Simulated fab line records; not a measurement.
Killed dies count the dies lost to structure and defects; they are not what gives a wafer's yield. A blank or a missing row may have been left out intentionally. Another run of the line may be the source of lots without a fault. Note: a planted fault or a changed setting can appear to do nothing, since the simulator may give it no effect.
Struck lot and sound lot, side by side	flow berkeley cmos170	19 out of 331 route steps
Sound: these wafers, L323.3, L323.5, L323.6. The struck wafers were L327.2, L327.4, L327.5. The cause is given at the end.
Order at every step that has rows: each side's tool, ch and its chambers, its first start. Under that, the readings that differ: sound wafers	struck wafers	difference of the means	sigmas: that difference in standard deviations of wafers without a fault.
alike: same words and numbers on both sides, and readings whose means sit less than 2 such deviations apart. not compared: any withheld reading, any reading some wafer has no value for, any bound like >300 that may hide the same value, and any number with overlapping values for which the record gives no deviation.
A row with sigmas, a row that says differs or no value, or rows on one side alone: a step with any of these is where the two part. Numbers that don't overlap but have no deviation are shown without sigmas and don't part them. A reading missing from all wafers of one side parts the sides only when that side holds two or more wafers.

first, 5 steps without rows for these wafers: UCB170_WELLDRIVE_ANNEAL_03 (time 900 s); UCB170_WELLDRIVE_WET_ETCH_04 (etches SiO2 in BOE, time 120 s); UCB170_ACTIVE_CLEAN_00 (cleans in SPM, time 600 s); UCB170_ACTIVE_CLEAN_01 (cleans in dHF, time 60 s); UCB170_ACTIVE_OXIDATION_02 (target thk 26.4 nm, ox time 1260 s).
UCB170_ACTIVE_THK_MEAS_03:
  sound on film metro-03 at day 4 20:05; struck on film metro-01 at day 5 13:26
  alike: ACTIVE_OXIDE_THK
then, 2 steps without rows for these wafers: UCB170_ACTIVE_ANNEAL_04 (time 900 s); UCB170_ACTIVE_CVD_05 (deposits Si3N4 from SiH2Cl2/NH3, target thk 220 nm, time 3300 s).
UCB170_ACTIVE_THK_MEAS_06:
  sound on film metro-04 at day 5 04:15; struck on film metro-04 at day 5 23:17
  alike: ACTIVE_NITRIDE_THK
then, 3 steps without rows for these wafers: UCB170_ACTIVE_HMDS_07 (prime time 60 s); UCB170_ACTIVE_COAT_08 (resist thk 900 nm); UCB170_ACTIVE_SOFTBAKE_09 (time 60 s).
UCB170_ACTIVE_EXPOSE_10: exposes mask ACTIVE, target cd 1200 nm.
  sound on krf scanner-02 ch 0, day 5 05:31; struck on krf scanner-02 ch 0, day 5 23:48
reading	sound	struck	difference	sigmas
model.ACTIVE.overlay x nm (nm)	0.4166 0.4166 0.4166	-157.8 -157.8 -157.8	-158.2	
  alike: mask
then, 2 steps without rows for these wafers: UCB170_ACTIVE_PEB_11; UCB170_ACTIVE_DEVELOP_12 (develop time 45 s).
UCB170_ACTIVE_CD_MEAS_13: the cd target is 1200 nm.
  sound on cd sem-01 at day 5 06:10; struck on cd sem-01 at day 6 00:12
  alike: cd nm
UCB170_ACTIVE_OVL_MEAS_14:
  sound on overlay-01 at day 5 06:16; struck on overlay-02 at day 6 00:30
reading	sound	struck	difference	sigmas
ACTIVE_OVL (nm)	-4 -3 -3	-156 -161 -157	-155	-32
  not compared: hold
UCB170_ACTIVE_ETCH_15: etches Si3N4 in CH3F/Ar/O2, stops on SiO2, target depth 242 nm, time 151 s.
  sound on rie diel-04 ch 1,2, day 5 06:17; struck on rie diel-02 ch 0,1,2, day 6 09:52
reading	sound	struck	difference	sigmas
hold	- - -	await dispo/9.3h/release await dispo/9.3h/release await dispo/9.3h/release	no value on the sound wafers	
  alike: drypump motor current A, oes product au, throttle valve pct
  not compared: rf hours counter h
-- the record jumps here: 4 days lie between the struck wafers' starts before and after (it left off in module ACTIVE and takes up again in module M3, whose first step shown is number 331 of the route) --
UCB170_M3_PROBE_99:
  record: rows for the struck wafers here (prober-02, day 10 02:50), none for the sound ones

WHERE THEY PART
First at UCB170_ACTIVE_OVL_MEAS_14; last, within this record, at UCB170_M3_PROBE_99.

WHY: what the simulator had put in
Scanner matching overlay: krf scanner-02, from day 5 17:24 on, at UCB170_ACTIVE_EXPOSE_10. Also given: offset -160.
